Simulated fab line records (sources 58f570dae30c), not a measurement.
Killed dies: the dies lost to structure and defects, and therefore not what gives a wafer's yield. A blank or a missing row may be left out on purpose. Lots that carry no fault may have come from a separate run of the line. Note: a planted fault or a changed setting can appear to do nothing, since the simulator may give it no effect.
Commonality check across tools || flow berkeley_cmos170 || 15 lots and 45 wafers in the sample

REASON IT WAS OPENED
Of 15 lots, 3 have the reading PSD_TW flagged at UCB170_PSD_TW_MEAS_10. Fault-free wafers read 2346, with a standard deviation of 20.
Rule: flag the lot when none of its wafers has a number, or when each of its wafers that has one lies beyond 4 standard deviations from that mean. The other lots count as sound.

{"lot": "L308", "measured": "day 8 11:23", "on": "film_metro-03", "PSD_TW, wafer by wafer": "2309 2318 2310", "flag": ""}
{"lot": "L309", "measured": "day 9 00:31", "on": "film_metro-01", "PSD_TW, wafer by wafer": "2358 2357 2355", "flag": ""}
{"lot": "L310", "measured": "day 9 00:48", "on": "film_metro-04", "PSD_TW, wafer by wafer": "2374 2381 2373", "flag": ""}
{"lot": "L312", "measured": "day 9 13:08", "on": "film_metro-01", "PSD_TW, wafer by wafer": "2343 2352 2342", "flag": ""}
{"lot": "L311", "measured": "day 9 13:16", "on": "film_metro-03", "PSD_TW, wafer by wafer": "2323 2332 2320", "flag": ""}
{"lot": "L313", "measured": "day 9 13:37", "on": "film_metro-03", "PSD_TW, wafer by wafer": "2313 2316 2308", "flag": ""}
{"lot": "L315", "measured": "day 10 03:10", "on": "film_metro-03", "PSD_TW, wafer by wafer": "2321 2325 2333", "flag": ""}
{"lot": "L314", "measured": "day 10 06:31", "on": "film_metro-04", "PSD_TW, wafer by wafer": "2360 2356 2370", "flag": ""}
{"lot": "L318", "measured": "day 10 06:47", "on": "film_metro-04", "PSD_TW, wafer by wafer": "2371 2381 2379", "flag": ""}
{"lot": "L316", "measured": "day 10 06:52", "on": "film_metro-03", "PSD_TW, wafer by wafer": "2337 2324 2315", "flag": ""}
{"lot": "L322", "measured": "day 11 08:21", "on": "film_metro-01", "PSD_TW, wafer by wafer": "2193 2195 2206", "flag": "FLAGGED"}
{"lot": "L321", "measured": "day 11 08:44", "on": "film_metro-04", "PSD_TW, wafer by wafer": "2350 2351 2366", "flag": ""}
{"lot": "L325", "measured": "day 11 09:17", "on": "film_metro-01", "PSD_TW, wafer by wafer": "2193 2197 2195", "flag": "FLAGGED"}
{"lot": "L326", "measured": "day 11 20:05", "on": "film_metro-04", "PSD_TW, wafer by wafer": "2207 2204 2203", "flag": "FLAGGED"}
{"lot": "L328", "measured": "day 12 10:55", "on": "film_metro-01", "PSD_TW, wafer by wafer": "2358 2346 2355", "flag": ""}
On average the flagged lots' numbers are 2199, which is -147 against the usual, or -7 standard deviations.

TOOL THAT RAN EACH LOT
The record holds 2 process steps before the reading, out of a route of 331 steps. Every cell lists first the tool, next ch and the chambers used by the sampled wafers, and last the start.
{"lot": "L308", "flag": "", "UCB170_PSD_IMPLANT_08": "implanter-01 ch 0, day 8 11:08", "UCB170_PSD_STRIP_09": "plasma_asher-03 ch 0,1, day 8 11:17"}
{"lot": "L309", "flag": "", "UCB170_PSD_IMPLANT_08": "implanter-03 ch 0, day 9 00:16", "UCB170_PSD_STRIP_09": "plasma_asher-01 ch 0,1, day 9 00:25"}
{"lot": "L310", "flag": "", "UCB170_PSD_IMPLANT_08": "implanter-02 ch 0, day 9 00:34", "UCB170_PSD_STRIP_09": "plasma_asher-03 ch 0,1, day 9 00:41"}
{"lot": "L312", "flag": "", "UCB170_PSD_IMPLANT_08": "implanter-02 ch 0, day 9 12:55", "UCB170_PSD_STRIP_09": "plasma_asher-01 ch 0,1, day 9 13:02"}
{"lot": "L311", "flag": "", "UCB170_PSD_IMPLANT_08": "implanter-01 ch 0, day 9 13:03", "UCB170_PSD_STRIP_09": "plasma_asher-02 ch 0,1, day 9 13:11"}
{"lot": "L313", "flag": "", "UCB170_PSD_IMPLANT_08": "implanter-03 ch 0, day 9 13:22", "UCB170_PSD_STRIP_09": "plasma_asher-03 ch 0,1, day 9 13:31"}
{"lot": "L315", "flag": "", "UCB170_PSD_IMPLANT_08": "implanter-01 ch 0, day 10 02:56", "UCB170_PSD_STRIP_09": "plasma_asher-03 ch 0,1, day 10 03:04"}
{"lot": "L314", "flag": "", "UCB170_PSD_IMPLANT_08": "implanter-02 ch 0, day 10 06:16", "UCB170_PSD_STRIP_09": "plasma_asher-03 ch 0,1, day 10 06:25"}
{"lot": "L318", "flag": "", "UCB170_PSD_IMPLANT_08": "implanter-03 ch 0, day 10 06:34", "UCB170_PSD_STRIP_09": "plasma_asher-02 ch 0,1, day 10 06:41"}
{"lot": "L316", "flag": "", "UCB170_PSD_IMPLANT_08": "implanter-01 ch 0, day 10 06:37", "UCB170_PSD_STRIP_09": "plasma_asher-01 ch 0,1, day 10 06:46"}
{"lot": "L322", "flag": "FLAGGED", "UCB170_PSD_IMPLANT_08": "implanter-03 ch 0, day 11 08:08", "UCB170_PSD_STRIP_09": "plasma_asher-01 ch 0,1, day 11 08:16"}
{"lot": "L321", "flag": "", "UCB170_PSD_IMPLANT_08": "implanter-01 ch 0, day 11 08:29", "UCB170_PSD_STRIP_09": "plasma_asher-03 ch 0,1, day 11 08:38"}
{"lot": "L325", "flag": "FLAGGED", "UCB170_PSD_IMPLANT_08": "implanter-03 ch 0, day 11 09:02", "UCB170_PSD_STRIP_09": "plasma_asher-02 ch 0,1, day 11 09:11"}
{"lot": "L326", "flag": "FLAGGED", "UCB170_PSD_IMPLANT_08": "implanter-03 ch 0, day 11 19:50", "UCB170_PSD_STRIP_09": "plasma_asher-03 ch 0, day 11 19:59"}
{"lot": "L328", "flag": "", "UCB170_PSD_IMPLANT_08": "implanter-02 ch 0, day 12 10:40", "UCB170_PSD_STRIP_09": "plasma_asher-01 ch 0,1, day 12 10:48"}
What is done by these steps:
- UCB170_PSD_IMPLANT_08
- UCB170_PSD_STRIP_09: strips in O2.
- UCB170_PSD_TW_MEAS_10

FLAGGED OVER TOTAL, TOOL BY TOOL (the gauges that took the reading come last)
{"step": "UCB170_PSD_IMPLANT_08", "tool": "implanter-01", "lots run": 5, "flagged": 0, "share of the flagged lots": "none", "sound lots run after its first flagged lot": "-"}
{"step": "UCB170_PSD_IMPLANT_08", "tool": "implanter-02", "lots run": 4, "flagged": 0, "share of the flagged lots": "none", "sound lots run after its first flagged lot": "-"}
{"step": "UCB170_PSD_IMPLANT_08", "tool": "implanter-03", "lots run": 6, "flagged": 3, "share of the flagged lots": "all", "sound lots run after its first flagged lot": 0}
{"step": "UCB170_PSD_STRIP_09", "tool": "plasma_asher-01", "lots run": 5, "flagged": 1, "share of the flagged lots": "some", "sound lots run after its first flagged lot": "1 (L328)"}
{"step": "UCB170_PSD_STRIP_09", "tool": "plasma_asher-02", "lots run": 3, "flagged": 1, "share of the flagged lots": "some", "sound lots run after its first flagged lot": 0}
{"step": "UCB170_PSD_STRIP_09", "tool": "plasma_asher-03", "lots run": 7, "flagged": 1, "share of the flagged lots": "some", "sound lots run after its first flagged lot": 0}
{"step": "UCB170_PSD_TW_MEAS_10", "tool": "film_metro-01", "lots run": 5, "flagged": 2, "share of the flagged lots": "some", "sound lots run after its first flagged lot": "1 (L328)"}
{"step": "UCB170_PSD_TW_MEAS_10", "tool": "film_metro-03", "lots run": 5, "flagged": 0, "share of the flagged lots": "none", "sound lots run after its first flagged lot": "-"}
{"step": "UCB170_PSD_TW_MEAS_10", "tool": "film_metro-04", "lots run": 5, "flagged": 1, "share of the flagged lots": "some", "sound lots run after its first flagged lot": 0}

THE TABLE: WHAT IT ALLOWS
Rows of the table that ran each flagged lot: 1, that is implanter-03 at UCB170_PSD_IMPLANT_08.
- implanter-03 at UCB170_PSD_IMPLANT_08: 3 of its 6 lots flagged. A fault beginning between L318 (day 10 06:34), its last sound lot, and L322 (day 11 08:08), its first flagged one, fits the data. Its own readings (dose_ions_cm2, faraday_current_uA) fall more than 4 standard deviations out on all wafers of the flagged lots.
One tool is left: implanter-03 at UCB170_PSD_IMPLANT_08.

WHAT HAD BEEN PUT IN BY THE SIMULATOR
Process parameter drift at UCB170_PSD_IMPLANT_08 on implanter-03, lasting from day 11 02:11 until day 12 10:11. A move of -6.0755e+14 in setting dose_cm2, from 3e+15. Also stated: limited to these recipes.
Struck lots among those shown: L322, L325, L326. Same finding as the rule above.
